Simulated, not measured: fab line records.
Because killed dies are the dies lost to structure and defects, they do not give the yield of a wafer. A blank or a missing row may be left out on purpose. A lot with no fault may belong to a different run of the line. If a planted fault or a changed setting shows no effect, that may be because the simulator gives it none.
fab line records	flow rit_cmos
record: lots: 7	wafers: 21	last_day: 7
route steps=202 shown SILICIDE@161 CONTACT@168 M1@202
lots that met no fault: from a run of the same line without faults
start_h: hours from the record's first day to the start of the lot's first wafer shown	wait_h: time in hours since the lot's previous step	" unchanged from the row above	L1.1+2: a single row standing in for several wafers	- value missing, or start not given	* or withheld: withheld	< > ~ a bound
route shown NAME@n: names a module that has steps shown in the file, with the first one's number in the route	usual: the fault-free wafers' mean and standard deviation	same: alike in all rows	chamber/n: place in a boat	sites: each site's reading	_std_site: the standard deviation of these	_edge_site: inner sites' mean taken away from outer sites' mean	radius_mm: how far each site lies from the wafer's centre	mask NAME#n: copy n	behind: the most recent tool/chamber to have shaped the wafer	hold: why the lot went on hold/how many hours it stayed there/how the hold came to an end	device: transistor that didn't switch, given as n, p or np	end of line: the same wafers' tests at the end of the route	where a step has no rows: the recipe by itself	killed: count of dies lost to structure and defects at first sort (not the wafer's yield)	map: the dies of a wafer, with x for killed, . for not killed, _ for no die there
set.NAME: setting as actually run; set.NAME@STEP: the setting as run at that earlier step	model.NAME: the simulator's own value behind a step, which no gauge read
lots at selected steps of the route; one table per step, one row per wafer
services: from which hour (start_h, from the record's first day; less than 0 if before it) a tool's chamber was out of use, for how many hours, and why
== steps ==
step: RIT_SILICIDE_WET_ETCH_00
recipe: chemistry: BOE	target: SiO2	target_depth_nm: 14	time_s: 15	dry: n2_spin	dilution: 10:1	temp_c: 21.5
step: RIT_SILICIDE_SPUTTER_01
recipe: material: Ti	target_thk_nm: 30	power_w: 350	chamber_pressure_pa: 0.667	gas: Ar	time_s: 240	substrate_temp_c: 25
usual: cathode_dc_power_W: 350.01/0.069	throttle_valve_pct: 30.4/0.88
lot.wafer	tool	chamber	start_h	wait_h	cathode_dc_power_W	throttle_valve_pct
L436.1	pvd_sputter-02	-	85.50	0.0	349.92	29.7
L436.4	"	-	"	"	350.08	31.0
L436.6	"	-	"	"	350.11	29.7
L438.2	pvd_sputter-02	-	94.77	0.0	350.00	29.6
L438.3	"	-	"	"	349.93	30.5
L438.5	"	-	"	"	350.24	29.9
L443.1	pvd_sputter-04	-	118.33	0.0	350.18	31.2
L443.5	"	-	"	"	350.03	31.1
L443.6	"	-	"	"	349.97	31.6
L444.1	pvd_sputter-02	-	124.59	0.0	349.97	29.5
L444.4	"	-	"	"	350.07	28.7
L444.5	"	-	"	"	350.06	29.6
L445.3	pvd_sputter-04	-	128.74	0.0	349.97	30.1
L445.4	"	-	"	"	349.99	31.0
L445.5	"	-	"	"	349.96	31.6
L447.3	pvd_sputter-04	-	136.96	0.0	349.99	30.4
L447.4	"	-	"	"	349.97	31.3
L447.5	"	-	"	"	349.98	29.8
L452.1	pvd_sputter-02	-	161.38	0.0	350.06	29.6
L452.3	"	-	"	"	350.03	29.6
L452.6	"	-	"	"	350.02	30.8
step: RIT_SILICIDE_RS_MEAS_02
recipe: thk_meas_gauge: four-point-probe	reads: Ti_of_SILICIDE_SPUTTER_01
usual: SILICIDE_TI_RS: 48.2/0.64
lot.wafer	tool	chamber	start_h	wait_h	SILICIDE_TI_RS[ohm/sq]
L436.1	film_metro-04	-	85.65	0.1	48.7
L436.4	"	-	"	"	48.7
L436.6	"	-	"	"	48.5
L438.2	film_metro-03	-	94.94	0.1	47.9
L438.3	"	-	"	"	48.9
L438.5	"	-	"	"	48.0
L443.1	film_metro-03	-	118.48	0.1	48.1
L443.5	"	-	"	"	47.8
L443.6	"	-	"	"	48.0
L444.1	film_metro-04	-	124.74	0.1	48.5
L444.4	"	-	"	"	48.6
L444.5	"	-	"	"	48.0
L445.3	film_metro-02	-	128.93	0.1	48.6
L445.4	"	-	"	"	46.9
L445.5	"	-	"	"	47.2
L447.3	film_metro-04	-	137.15	0.1	49.1
L447.4	"	-	"	"	48.9
L447.5	"	-	"	"	50.3
L452.1	film_metro-03	-	161.53	0.1	47.2
L452.3	"	-	"	"	47.8
L452.6	"	-	"	"	47.7
step: RIT_SILICIDE_THK_MEAS_03
recipe: thk_meas_gauge: xrf	reads: Ti_of_SILICIDE_SPUTTER_01
usual: SILICIDE_TI_THK: 29.7/0.32
lot.wafer	tool	chamber	start_h	wait_h	SILICIDE_TI_THK[nm]
L436.1	film_metro-04	-	85.77	0.1	29.4
L436.4	"	-	"	"	29.5
L436.6	"	-	"	"	29.5
L438.2	film_metro-03	-	95.05	0.1	29.8
L438.3	"	-	"	"	29.4
L438.5	"	-	"	"	29.9
L443.1	film_metro-03	-	118.60	0.1	29.8
L443.5	"	-	"	"	29.8
L443.6	"	-	"	"	29.8
L444.1	film_metro-04	-	124.86	0.1	29.7
L444.4	"	-	"	"	29.5
L444.5	"	-	"	"	29.9
L445.3	film_metro-02	-	129.03	0.1	29.5
L445.4	"	-	"	"	30.4
L445.5	"	-	"	"	30.3
L447.3	film_metro-04	-	137.25	0.1	29.2
L447.4	"	-	"	"	29.4
L447.5	"	-	"	"	28.7
L452.1	film_metro-03	-	161.65	0.1	30.1
L452.3	"	-	"	"	29.8
L452.6	"	-	"	"	29.8
step: RIT_SILICIDE_RTA_04
recipe: temp_c: 650	time_s: 10	idle_temp_c: 25	ramp_up_s: 5	ramp_down_s: 5	cool_to_c: 25	ambient: N2
usual: wafer_temp_C_max: 652.8/0.77
lot.wafer	tool	chamber	start_h	wait_h	wafer_temp_C_max
L436.1	rtp_anneal-01	0	85.83	0.1	651.8
L436.4	"	0	"	"	651.9
L436.6	"	0	"	"	653.4
L438.2	rtp_anneal-01	0	95.11	0.1	652.9
L438.3	"	0	"	"	653.3
L438.5	"	0	"	"	652.5
L443.1	rtp_anneal-02	0	118.66	0.1	653.3
L443.5	"	0	"	"	653.2
L443.6	"	0	"	"	651.7
L444.1	rtp_anneal-01	0	124.92	0.1	652.9
L444.4	"	0	"	"	652.6
L444.5	"	0	"	"	652.2
L445.3	rtp_anneal-02	0	129.10	0.1	652.5
L445.4	"	0	"	"	652.0
L445.5	"	0	"	"	652.9
L447.3	rtp_anneal-02	0	137.31	0.1	651.9
L447.4	"	0	"	"	652.1
L447.5	"	0	"	"	652.2
L452.1	rtp_anneal-01	0	161.71	0.1	654.3
L452.3	"	0	"	"	653.5
L452.6	"	0	"	"	653.5
step: RIT_SILICIDE_WET_ETCH_05
recipe: chemistry: SPM	target: Ti	temp_c: 90	time_s: 120	dry: n2_spin
step: RIT_SILICIDE_RTA_06
recipe: temp_c: 750	time_s: 10	idle_temp_c: 25	ramp_up_s: 5	ramp_down_s: 10	cool_to_c: 25	ambient: N2
usual: wafer_temp_C_max: 752.9/0.79
lot.wafer	tool	chamber	start_h	wait_h	wafer_temp_C_max
L436.1	rtp_anneal-02	0	85.94	0.0	753.3
L436.4	"	0	"	"	753.3
L436.6	"	0	"	"	753.1
L438.2	rtp_anneal-02	0	95.21	0.0	752.7
L438.3	"	0	"	"	753.0
L438.5	"	0	"	"	752.1
L443.1	rtp_anneal-01	0	118.82	0.0	754.0
L443.5	"	0	"	"	752.5
L443.6	"	0	"	"	752.9
L444.1	rtp_anneal-02	0	125.03	0.0	751.8
L444.4	"	0	"	"	751.8
L444.5	"	0	"	"	752.2
L445.3	rtp_anneal-01	0	129.21	0.0	753.1
L445.4	"	0	"	"	754.3
L445.5	"	0	"	"	753.5
L447.3	rtp_anneal-01	0	137.42	0.0	752.8
L447.4	"	0	"	"	753.6
L447.5	"	0	"	"	753.6
L452.1	rtp_anneal-02	0	161.82	0.0	751.7
L452.3	"	0	"	"	751.9
L452.6	"	0	"	"	752.3
step: RIT_CONTACT_CVD_00
recipe: material: SiO2	target_thk_nm: 400	precursor: TEOS	temp_c: 390	time_s: 61	rf_w: 400
usual: heater_power_w: 313/55
lot.wafer	tool	chamber	start_h	wait_h	heater_power_w
L436.1	pecvd-04	2	86.01	0.1	326
L436.4	"	1	"	"	298
L436.6	"	2	"	"	343
L438.2	pecvd-03	1	95.27	0.0	238
L438.3	"	2	"	"	283
L438.5	"	1	"	"	249
L443.1	pecvd-02	0	118.88	0.1	351
L443.5	"	2	"	"	298
L443.6	"	0	"	"	377
L444.1	pecvd-03	2	125.10	0.1	310
L444.4	"	2	"	"	234
L444.5	"	0	"	"	358
L445.3	pecvd-04	2	129.25	0.0	388
L445.4	"	0	"	"	308
L445.5	"	2	"	"	387
L447.3	pecvd-03	1	137.46	0.0	238
L447.4	"	2	"	"	303
L447.5	"	0	"	"	341
L452.1	pecvd-02	0	161.89	0.1	425
L452.3	"	2	"	"	316
L452.6	"	2	"	"	233
step: RIT_CONTACT_THK_MEAS_01
recipe: reads: SiO2_of_CONTACT_CVD_00
usual: CONTACT_TEOS_THK: 402/5.1
lot.wafer	tool	chamber	start_h	wait_h	CONTACT_TEOS_THK[nm]
L436.1	film_metro-01	-	86.06	0.0	401
L436.4	"	-	"	"	406
L436.6	"	-	"	"	404
L438.2	film_metro-04	-	95.33	0.0	394
L438.3	"	-	"	"	394
L438.5	"	-	"	"	403
L443.1	film_metro-04	-	118.93	0.0	406
L443.5	"	-	"	"	403
L443.6	"	-	"	"	409
L444.1	film_metro-01	-	125.15	0.0	396
L444.4	"	-	"	"	406
L444.5	"	-	"	"	403
L445.3	film_metro-04	-	129.32	0.0	404
L445.4	"	-	"	"	407
L445.5	"	-	"	"	404
L447.3	film_metro-02	-	137.53	0.0	392
L447.4	"	-	"	"	405
L447.5	"	-	"	"	410
L452.1	film_metro-04	-	161.94	0.0	401
L452.3	"	-	"	"	399
L452.6	"	-	"	"	406
step: RIT_CONTACT_HMDS_02
recipe: prime_time_s: 60	prime_temp_c: 140
step: RIT_CONTACT_COAT_03
recipe: resist: NOVOLAK	spin_rpm: 3250	resist_thk_nm: 1000
step: RIT_CONTACT_SOFTBAKE_04
recipe: resist: NOVOLAK	temp_c: 90	time_s: 60
step: RIT_CONTACT_EXPOSE_05
recipe: mask_id: M11	na: 0.6	source_shape: conventional	sigma_outer: 0.5	target_cd_nm: 1000	dose_mj: 250
lot.wafer	tool	chamber	start_h	wait_h	mask	model.CONTACT.overlay_x_nm
L436.1+4+6	iline_stepper-02	0	86.69	0.2	M11#0	0.2417
L438.2+3+5	iline_stepper-01	0	95.98	0.2	M11#0	-0.7594
L443.1+5+6	iline_stepper-02	0	119.57	0.2	M11#0	239.1
L444.1+4+5	iline_stepper-02	0	125.66	0.1	M11#0	240.1
L445.3+4+5	iline_stepper-01	0	130.07	0.2	M11#0	0.1403
L447.3+4+5	iline_stepper-02	0	138.19	0.2	M11#0	240.3
L452.1+3+6	iline_stepper-01	0	162.58	0.2	M11#0	1.292
step: RIT_CONTACT_PEB_06
recipe: resist: NOVOLAK	temp_c: withheld	time_s: withheld
step: RIT_CONTACT_DEVELOP_07
recipe: resist: NOVOLAK	develop_time_s: 120	dev_temp_c: 23
step: RIT_CONTACT_CD_MEAS_08
recipe: target_cd_nm: 1000
usual: cd_nm: 999.8/2.1
lot.wafer	tool	chamber	start_h	wait_h	cd_nm
L436.1	cd_sem-01	-	87.21	-	998.2
L436.4	"	-	"	"	998.0
L436.6	"	-	"	"	998.4
L438.2	cd_sem-01	-	96.49	-	997.6
L438.3	"	-	"	"	1000.9
L438.5	"	-	"	"	999.0
L443.1	cd_sem-02	-	120.08	-	999.3
L443.5	"	-	"	"	1002.6
L443.6	"	-	"	"	1002.1
L444.1	cd_sem-01	-	126.17	-	997.1
L444.4	"	-	"	"	997.2
L444.5	"	-	"	"	997.9
L445.3	cd_sem-01	-	130.58	-	998.3
L445.4	"	-	"	"	998.3
L445.5	"	-	"	"	999.2
L447.3	cd_sem-01	-	138.71	-	1002.6
L447.4	"	-	"	"	1002.4
L447.5	"	-	"	"	1002.8
L452.1	cd_sem-02	-	163.09	-	1002.9
L452.3	"	-	"	"	1000.8
L452.6	"	-	"	"	1001.2
step: RIT_CONTACT_OVL_MEAS_09
usual: CONTACT_OVL: 0.6/1.3
lot.wafer	tool	chamber	start_h	wait_h	CONTACT_OVL[nm]
L436.1	overlay-01	-	87.33	0.1	1.0
L436.4	"	-	"	"	1.6
L436.6	"	-	"	"	1.7
L438.2	overlay-01	-	96.60	0.1	0.5
L438.3	"	-	"	"	0.1
L438.5	"	-	"	"	0.0
L443.1	overlay-01	-	120.20	0.1	238.5
L443.5	"	-	"	"	240.6
L443.6	"	-	"	"	240.2
L444.1	overlay-02	-	126.29	0.1	239.6
L444.4	"	-	"	"	240.0
L444.5	"	-	"	"	239.9
L445.3	overlay-02	-	130.68	0.1	1.0
L445.4	"	-	"	"	-1.2
L445.5	"	-	"	"	0.6
L447.3	overlay-01	-	138.80	0.1	240.9
L447.4	"	-	"	"	241.0
L447.5	"	-	"	"	241.2
L452.1	overlay-02	-	163.21	0.1	0.9
L452.3	"	-	"	"	-0.4
L452.6	"	-	"	"	0.2
step: RIT_CONTACT_HARDBAKE_10
recipe: resist: NOVOLAK	temp_c: 140	time_s: 60
step: RIT_M1_PROBE_99
usual: killed_at_contacts: 0.1/0.3	killed_at_front_end: 7/3.3	killed_dies: 7/3.3	killed_open: 3.8/2.3	killed_short: 3.5/2.1
same: gross_dies: 264	killed_at_M0_to_M3: 0	killed_at_M4_up: 0	killed_at_back_side: 0	killed_at_other: 0
lot.wafer	tool	chamber	start_h	wait_h	killed_at_contacts	killed_at_front_end	killed_dies	killed_open	killed_short	model.etest.contact_to_gate.over_limit	model.etest.contact_to_gate.short	model.etest.nmos_0p15.junction_log10_a_um	model.etest.nmos_narrow.off_log10_a_um	model.etest.gate_end_array.leak_log10_a_um	model.etest.nmos_0p3.off_log10_a_um	model.etest.pmos_0p15.junction_log10_a_um	model.etest.contact_diode_array.leak_log10_a
L436.1	prober-01	-	92.39	0.1	0	5	5	1	4	0	0	-13.37	-13.16	-12.91	-13.1	-13.63	-9.427
L436.4	prober-01	-	92.54	0.2	0	3	3	2	1	0	0	-13.47	-13.26	-12.96	-13.12	-13.91	-9.499
L436.6	prober-01	-	92.64	0.2	0	3	3	2	1	0	0	-13.59	-13.17	-12.96	-13.02	-13.61	-9.537
L438.2	prober-01	-	102.11	0.1	0	3	3	2	1	0	0	-13.48	-13.22	-13.05	-13.13	-13.87	-9.469
L438.3	prober-01	-	102.16	0.2	0	5	5	2	3	0	0	-13.55	-13.15	-12.93	-12.97	-13.75	-9.507
L438.5	prober-01	-	102.26	0.2	0	5	5	2	3	0	0	-13.68	-13.3	-12.67	-12.94	-13.76	-9.517
L443.1	prober-01	-	125.24	0.1	0	8	8	6	2	1	1	-12.69	-12.63	-12.48	-12.61	-13.47	-9.244
L443.5	prober-01	-	125.44	0.2	0	15	15	5	10	1	1	-12.53	-12.48	-12.27	-12.47	-13.4	-8.998
L443.6	prober-01	-	125.49	0.2	0	11	11	3	8	1	1	-12.62	-12.6	-12.29	-12.51	-13.47	-8.988
L444.1	prober-01	-	131.77	0.1	0	8	8	3	5	1	1	-12.57	-12.55	-12.22	-12.48	-13.45	-9.125
L444.4	prober-01	-	131.92	0.2	0	5	5	1	4	1	1	-12.68	-12.63	-12.25	-12.59	-13.47	-9.122
L444.5	prober-01	-	131.97	0.2	0	6	6	5	1	1	1	-12.6	-12.54	-12.39	-12.51	-13.45	-9.082
L445.3	prober-01	-	135.82	0.2	0	7	7	4	3	0	0	-13.51	-13.34	-12.84	-13.01	-13.77	-9.329
L445.4	prober-01	-	135.87	0.2	1	3	4	3	1	0	0	-13.63	-13.29	-12.89	-13.13	-13.74	-9.325
L445.5	prober-01	-	135.92	0.2	0	12	12	10	2	0	0	-13.5	-13.19	-12.91	-13.05	-13.59	-9.359
L447.3	prober-02	-	144.06	0.2	0	6	6	1	5	1	1	-12.86	-12.76	-12.58	-12.71	-13.56	-9.234
L447.4	prober-02	-	144.11	0.2	0	9	9	6	3	1	1	-12.96	-12.86	-12.62	-12.8	-13.55	-9.204
L447.5	prober-02	-	144.16	0.2	0	5	5	2	3	1	1	-12.99	-12.88	-12.56	-12.8	-13.56	-9.316
L452.1	prober-01	-	168.46	0.1	0	11	11	4	7	0	0	-13.29	-13.03	-12.9	-13	-13.77	-9.542
L452.3	prober-01	-	168.56	0.2	0	4	4	3	1	0	0	-13.84	-13.06	-12.96	-13.19	-13.86	-9.449
L452.6	prober-01	-	168.71	0.2	0	6	6	0	6	0	0	-13.56	-13.25	-12.93	-13.12	-13.78	-9.537
killed by level:class
L436.1 GATE:geometric_particle:short=2 GATE:geometric_particle:open=1 REOX:geometric_particle:short=1 SILICIDE:geometric_particle:short=1
L436.4 FOX1:geometric_particle:open=1 FOX2:geometric_particle:short=1 REOX:geometric_particle:open=1
L436.6 FOX2:geometric_particle:open=2 FOX2:geometric_particle:short=1
L438.2 FOX2:geometric_particle:open=2 SPACER:geometric_particle:short=1
L438.3 GATE:geometric_particle:short=1 GATE:geometric_particle:open=1 SPACER:geometric_particle:short=1 SILICIDE:geometric_particle:short=1 SILICIDE:geometric_particle:open=1
L438.5 FOX1:geometric_particle:open=2 FOX1:geometric_particle:short=1 GATE:geometric_particle:short=1 SILICIDE:geometric_particle:short=1
L443.1 GATE:geometric_particle:open=3 FOX1:geometric_particle:open=1 FOX1:geometric_particle:short=1 REOX:geometric_particle:open=1 SPACER:geometric_particle:open=1 SPACER:geometric_particle:short=1
L443.5 REOX:geometric_particle:short=5 GATE:geometric_particle:open=3 FOX1:geometric_particle:short=2 GATE:geometric_particle:short=2 REOX:geometric_particle:open=1 SPACER:geometric_particle:short=1 SILICIDE:geometric_particle:open=1
L443.6 GATE:geometric_particle:short=4 REOX:geometric_particle:short=2 FOX1:geometric_particle:open=1 GATE:geometric_particle:open=1 SPACER:geometric_particle:short=1 SILICIDE:geometric_particle:open=1 SILICIDE:geometric_particle:short=1
L444.1 SPACER:geometric_particle:short=2 FOX1:geometric_particle:open=1 FOX1:geometric_particle:short=1 GATE:geometric_particle:short=1 GATE:geometric_particle:open=1 REOX:geometric_particle:short=1 SILICIDE:geometric_particle:open=1
L444.4 FOX2:geometric_particle:short=2 GATE:geometric_particle:open=1 REOX:geometric_particle:short=1 SPACER:geometric_particle:short=1
L444.5 GATE:geometric_particle:open=3 SPACER:geometric_particle:open=2 GATE:geometric_particle:short=1
L445.3 REOX:geometric_particle:open=3 REOX:geometric_particle:short=2 SPACER:geometric_particle:short=1 SPACER:geometric_particle:open=1
L445.4 GATE:geometric_particle:open=1 REOX:geometric_particle:open=1 SILICIDE:geometric_particle:open=1 CONTACT:geometric_particle:short=1
L445.5 GATE:geometric_particle:open=5 FOX1:geometric_particle:open=2 SILICIDE:geometric_particle:open=2 GATE:geometric_particle:short=1 REOX:geometric_particle:open=1 SPACER:geometric_particle:short=1
L447.3 GATE:geometric_particle:short=3 FOX2:geometric_particle:short=1 REOX:geometric_particle:open=1 REOX:geometric_particle:short=1
L447.4 GATE:geometric_particle:open=2 SPACER:geometric_particle:open=2 FOX2:geometric_particle:open=1 FOX2:geometric_particle:short=1 REOX:geometric_particle:short=1 SPACER:geometric_particle:short=1 SILICIDE:geometric_particle:open=1
L447.5 GATE:geometric_particle:open=2 FOX2:geometric_particle:short=1 GATE:geometric_particle:short=1 REOX:geometric_particle:short=1
L452.1 FOX1:geometric_particle:short=4 GATE:geometric_particle:open=4 GATE:geometric_particle:short=2 SILICIDE:geometric_particle:short=1
L452.3 GATE:geometric_particle:open=2 FOX1:geometric_particle:open=1 GATE:geometric_particle:short=1
L452.6 FOX1:geometric_particle:short=4 FOX2:geometric_particle:short=1 GATE:geometric_particle:short=1
== services ==
tool	chamber	start_h	hours	kind
iline_stepper-01	0	71.56	-	calibration
pecvd-04	-	73.50	5.5	pm
iline_stepper-02	-	95.08	4.4	pm
iline_stepper-01	-	106.96	4.4	pm
iline_stepper-02	-	115.69	1.7	pm
pvd_sputter-04	-	130.94	1.7	repair
pvd_sputter-04	-	141.92	0.7	repair
== key ==
first_sign: step: RIT_CONTACT_OVL_MEAS_09	reading: CONTACT_OVL	direction: up	sigmas: 99+	usual: 0.6	struck: 240.2
effect none on later readings
model_effect: step: RIT_CONTACT_EXPOSE_05	value: CONTACT.overlay_x_nm	without: -0.1509	struck: 239.8
model_effect: step: RIT_M1_PROBE_99	value: etest.contact_to_gate.over_limit	without: 0	struck: 1
met_at RIT_CONTACT_EXPOSE_05
struck_wafers L443.1,L443.5,L443.6,L444.1,L444.4,L444.5,L447.3,L447.4,L447.5
tester_left_out L443,L444,L447
onset_between 86.69 119.57
fault: kind: scanner_matching_overlay	tool: iline_stepper-02	chamber: -	onset_h: 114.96	steps: RIT_CONTACT_EXPOSE_05	offset: 240
tester_left_out: of these lots the tester's yield and bins aren't shown, on N5 and GAA mostly nor the transistor test; their killed dies are dies lost to structure and defects alone, not to doping, threshold or leakage, so they don't give the yield
